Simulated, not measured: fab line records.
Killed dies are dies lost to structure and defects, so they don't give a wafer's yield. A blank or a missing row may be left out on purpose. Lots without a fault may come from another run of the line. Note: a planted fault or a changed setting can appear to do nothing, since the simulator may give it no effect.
What tool caused it? :: flow berkeleyCmos170 :: Sampling: 13 lots, 39 wafers, 6 of 331 route steps

== WHAT THE GAUGES SHOWED, per wafer ==
UCB170_V1_OVL_MEAS_13. Usual: V1_OVL -2 nm, standard deviation 5.3.
lot: L474
measured: day 8 16:50
on: overlay-02
V1_OVL (nm): 3 -5 -6
flag: 

lot: L475
measured: day 8 18:43
on: overlay-01
V1_OVL (nm): -8 -6 -2
flag: 

lot: L477
measured: day 9 07:19
on: overlay-02
V1_OVL (nm): -1 7 4
flag: 

lot: L478
measured: day 9 09:49
on: overlay-02
V1_OVL (nm): -6 -8 -5
flag: 

lot: L482
measured: day 9 22:38
on: overlay-02
V1_OVL (nm): 5 4 4
flag: 

lot: L483
measured: day 9 23:24
on: overlay-02
V1_OVL (nm): 4 1 1
flag: 

lot: L485
measured: day 11 03:11
on: overlay-02
V1_OVL (nm): -1 -5 -5
flag: 

lot: L484
measured: day 11 05:19
on: overlay-02
V1_OVL (nm): 0 0 -3
flag: 

lot: L489
measured: day 11 19:25
on: overlay-02
V1_OVL (nm): -1 -3 -6
flag: 

lot: L490
measured: day 12 07:16
on: overlay-02
V1_OVL (nm): -7 -2 -1
flag: 

lot: L493
measured: day 12 20:41
on: overlay-01
V1_OVL (nm): 2 -9 8
flag: 

lot: L494
measured: day 13 02:15
on: overlay-02
V1_OVL (nm): 1 5 -3
flag: 

lot: L492
measured: day 13 02:32
on: overlay-02
V1_OVL (nm): 4 -5 -4
flag: 

UCB170_V2_THK_MEAS_04. Usual: V2_POLISHED_THK 999.7 nm, standard deviation 1.
lot: L474
measured: day 8 21:25
on: filmMetro-02
V2_POLISHED_THK (nm): 999.6 999.9 999.3
flag: 

lot: L475
measured: day 8 23:43
on: filmMetro-03
V2_POLISHED_THK (nm): 999.3 999.3 999.2
flag: 

lot: L477
measured: day 9 11:01
on: filmMetro-03
V2_POLISHED_THK (nm): 999.0 1001.1 999.5
flag: 

lot: L478
measured: day 9 13:34
on: filmMetro-02
V2_POLISHED_THK (nm): 998.5 999.6 1000.0
flag: 

lot: L482
measured: day 10 02:20
on: filmMetro-04
V2_POLISHED_THK (nm): 999.9 1001.4 1000.3
flag: 

lot: L483
measured: day 10 03:28
on: filmMetro-03
V2_POLISHED_THK (nm): 1000.7 1001.0 1001.0
flag: 

lot: L485
measured: day 11 07:40
on: filmMetro-03
V2_POLISHED_THK (nm): 997.9 1000.7 998.3
flag: 

lot: L484
measured: day 11 09:01
on: filmMetro-02
V2_POLISHED_THK (nm): 1000.1 999.1 998.7
flag: 

lot: L489
measured: day 12 00:28
on: filmMetro-04
V2_POLISHED_THK (nm): 999.9 998.0 998.9
flag: 

lot: L490
measured: day 12 10:59
on: filmMetro-02
V2_POLISHED_THK (nm): 999.0 1001.1 999.2
flag: 

lot: L493
measured: day 13 00:24
on: filmMetro-04
V2_POLISHED_THK (nm): 1000.0 999.2 999.5
flag: 

lot: L494
measured: day 13 05:50
on: filmMetro-02
V2_POLISHED_THK (nm): 999.0 1000.2 998.5
flag: 

lot: L492
measured: day 13 06:18
on: filmMetro-03
V2_POLISHED_THK (nm): 998.8 1001.4 1001.6
flag: 

UCB170_M3_RS_MEAS_02: uses a four-point probe to measure. Usual: M3_AL_RS 0.0321 ohm/sq, standard deviation 0.00034.
lot: L474
measured: day 8 23:28
on: filmMetro-02
M3_AL_RS (ohm/sq): 0.0317 0.0319 0.0316
flag: 

lot: L475
measured: day 9 01:48
on: filmMetro-01
M3_AL_RS (ohm/sq): 0.0318 0.0313 0.0312
flag: 

lot: L477
measured: day 9 12:49
on: filmMetro-01
M3_AL_RS (ohm/sq): 0.0323 0.0317 0.0321
flag: 

lot: L478
measured: day 9 16:50
on: filmMetro-02
M3_AL_RS (ohm/sq): 0.0324 0.0324 0.0321
flag: 

lot: L482
measured: day 10 04:07
on: filmMetro-01
M3_AL_RS (ohm/sq): 0.0324 0.0325 0.0320
flag: 

lot: L483
measured: day 10 08:48
on: filmMetro-02
M3_AL_RS (ohm/sq): 0.0321 0.0322 0.0322
flag: 

lot: L485
measured: day 11 09:34
on: filmMetro-01
M3_AL_RS (ohm/sq): 0.0985 0.0320 0.0323
flag: OFF

lot: L484
measured: day 11 11:07
on: filmMetro-02
M3_AL_RS (ohm/sq): 0.0318 0.0326 0.0323
flag: 

lot: L489
measured: day 12 02:36
on: filmMetro-01
M3_AL_RS (ohm/sq): 0.0319 0.0326 0.0317
flag: 

lot: L490
measured: day 12 13:02
on: filmMetro-01
M3_AL_RS (ohm/sq): 0.0323 0.0323 0.0324
flag: 

lot: L493
measured: day 13 03:06
on: filmMetro-02
M3_AL_RS (ohm/sq): 0.0324 0.0324 0.0323
flag: 

lot: L494
measured: day 13 07:40
on: filmMetro-03
M3_AL_RS (ohm/sq): 0.0317 0.0318 0.0321
flag: 

lot: L492
measured: day 13 08:17
on: filmMetro-01
M3_AL_RS (ohm/sq): 0.0321 0.0316 0.0321
flag: 

UCB170_M3_THK_MEAS_03: measures by xrf. Usual: M3_AL_THK 898 nm, standard deviation 10.
lot: L474
measured: day 8 23:35
on: filmMetro-02
M3_AL_THK (nm): 911 903 909
flag: 

lot: L475
measured: day 9 01:55
on: filmMetro-01
M3_AL_THK (nm): 907 916 916
flag: 

lot: L477
measured: day 9 12:56
on: filmMetro-01
M3_AL_THK (nm): 888 905 899
flag: 

lot: L478
measured: day 9 16:57
on: filmMetro-02
M3_AL_THK (nm): 897 902 899
flag: 

lot: L482
measured: day 10 04:14
on: filmMetro-01
M3_AL_THK (nm): 897 893 905
flag: 

lot: L483
measured: day 10 08:55
on: filmMetro-02
M3_AL_THK (nm): 905 895 893
flag: 

lot: L485
measured: day 11 09:41
on: filmMetro-01
M3_AL_THK (nm): 302 914 901
flag: OFF

lot: L484
measured: day 11 11:14
on: filmMetro-02
M3_AL_THK (nm): 905 882 894
flag: 

lot: L489
measured: day 12 02:43
on: filmMetro-01
M3_AL_THK (nm): 905 882 909
flag: 

lot: L490
measured: day 12 13:08
on: filmMetro-01
M3_AL_THK (nm): 897 894 893
flag: 

lot: L493
measured: day 13 03:13
on: filmMetro-02
M3_AL_THK (nm): 882 888 897
flag: 

lot: L494
measured: day 13 07:47
on: filmMetro-03
M3_AL_THK (nm): 908 906 892
flag: 

lot: L492
measured: day 13 08:23
on: filmMetro-01
M3_AL_THK (nm): 902 909 899
flag: 

UCB170_M3_OVL_MEAS_16. Usual: M3_OVL 2 nm, standard deviation 6.3.
lot: L474
measured: day 9 01:29
on: overlay-02
M3_OVL (nm): 8 14 16
flag: 

lot: L475
measured: day 9 03:47
on: overlay-02
M3_OVL (nm): 2 5 8
flag: 

lot: L477
measured: day 9 15:31
on: overlay-01
M3_OVL (nm): -6 -16 -4
flag: 

lot: L478
measured: day 9 19:49
on: overlay-02
M3_OVL (nm): -7 -7 -2
flag: 

lot: L482
measured: day 10 08:22
on: overlay-02
M3_OVL (nm): 2 0 2
flag: 

lot: L483
measured: day 10 10:58
on: overlay-02
M3_OVL (nm): 6 -1 0
flag: 

lot: L485
measured: day 11 12:52
on: overlay-02
M3_OVL (nm): 3 5 0
flag: 

lot: L484
measured: day 11 14:10
on: overlay-01
M3_OVL (nm): 4 9 6
flag: 

lot: L489
measured: day 12 05:00
on: overlay-01
M3_OVL (nm): 4 -2 -7
flag: 

lot: L490
measured: day 12 16:07
on: overlay-01
M3_OVL (nm): -5 -5 -8
flag: 

lot: L493
measured: day 13 05:05
on: overlay-01
M3_OVL (nm): -1 8 2
flag: 

lot: L494
measured: day 13 10:25
on: overlay-02
M3_OVL (nm): 7 3 1
flag: 

lot: L492
measured: day 13 10:59
on: overlay-01
M3_OVL (nm): -3 1 2
flag: 

== WHAT TOOL EACH LOT RAN ON (gives the tool, then ch and the chambers of the sampled wafers, and finally the start) ==
lot: L474
UCB170_M3_SPUTTER_01: pvdSputter-02, day 8 23:23

lot: L475
UCB170_M3_SPUTTER_01: pvdSputter-04, day 9 01:41

lot: L477
UCB170_M3_SPUTTER_01: pvdSputter-03, day 9 12:44

lot: L478
UCB170_M3_SPUTTER_01: pvdSputter-02, day 9 16:45

lot: L482
UCB170_M3_SPUTTER_01: pvdSputter-04, day 10 04:01

lot: L483
UCB170_M3_SPUTTER_01: pvdSputter-04, day 10 08:43

lot: L485
UCB170_M3_SPUTTER_01: pvdSputter-02, day 11 09:28

lot: L484
UCB170_M3_SPUTTER_01: pvdSputter-04, day 11 11:01

lot: L489
UCB170_M3_SPUTTER_01: pvdSputter-04, day 12 02:30

lot: L490
UCB170_M3_SPUTTER_01: pvdSputter-03, day 12 12:55

lot: L493
UCB170_M3_SPUTTER_01: pvdSputter-04, day 13 03:00

lot: L494
UCB170_M3_SPUTTER_01: pvdSputter-04, day 13 07:35

lot: L492
UCB170_M3_SPUTTER_01: pvdSputter-03, day 13 08:10
- UCB170_M3_SPUTTER_01: material Al, target thk 900 nm, time 120 s.

== AS READ BY THE TOOLS THEMSELVES (means over the sampled wafers that have a number; for cases with no such wafer, the mark the record gives instead) ==
UCB170_M3_SPUTTER_01. Usual: throttleValvePct at 29.9 %, with a standard deviation of 0.93.
lot: L474
tool: pvdSputter-02
throttleValvePct (%): 30.0
flag: 

lot: L475
tool: pvdSputter-04
throttleValvePct (%): 29.9
flag: 

lot: L477
tool: pvdSputter-03
throttleValvePct (%): 30.8
flag: 

lot: L478
tool: pvdSputter-02
throttleValvePct (%): 29.5
flag: 

lot: L482
tool: pvdSputter-04
throttleValvePct (%): 29.7
flag: 

lot: L483
tool: pvdSputter-04
throttleValvePct (%): 30.5
flag: 

lot: L485
tool: pvdSputter-02
throttleValvePct (%): 29.2
flag: 

lot: L484
tool: pvdSputter-04
throttleValvePct (%): 29.6
flag: 

lot: L489
tool: pvdSputter-04
throttleValvePct (%): 30.2
flag: 

lot: L490
tool: pvdSputter-03
throttleValvePct (%): 30.1
flag: 

lot: L493
tool: pvdSputter-04
throttleValvePct (%): 29.9
flag: 

lot: L494
tool: pvdSputter-04
throttleValvePct (%): 29.3
flag: 

lot: L492
tool: pvdSputter-03
throttleValvePct (%): 30.8
flag: 

== THE ANSWER, worked out from the rows above alone ==
Rule: a lot is off if the mean of its wafers that have a number lies more than 3 standard deviations from the usual mean. Also off: a lot with no number at a reading for which 4 or more lots have one. Any other lot the step has rows for is counted as sound. Order of review: gauges by route order, followed by the tools' own readings, for which a lot's mean as printed above is used. The first step at which some lot is off is used, and at that step the reading that is off furthest; a lot without a number counts as furthest.
Off: at UCB170_M3_RS_MEAS_02 (M3_AL_RS), L485.
If a tool, at a process step before that reading, ran all the lots that are off and no sound lot after the first of them, it fits. Gauges at UCB170_M3_RS_MEAS_02: tried the same way as those tools. One fits: UCB170_M3_SPUTTER_01 on pvdSputter-02. Its last sound lot is L478 (day 9 16:45), its first lot that is off L485 (day 11 09:28): a fault that began between those two fits.

== WHAT THE SIMULATOR PUT IN ==
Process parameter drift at UCB170_M3_SPUTTER_01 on pvdSputter-02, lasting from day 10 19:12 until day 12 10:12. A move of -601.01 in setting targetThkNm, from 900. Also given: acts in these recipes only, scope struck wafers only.
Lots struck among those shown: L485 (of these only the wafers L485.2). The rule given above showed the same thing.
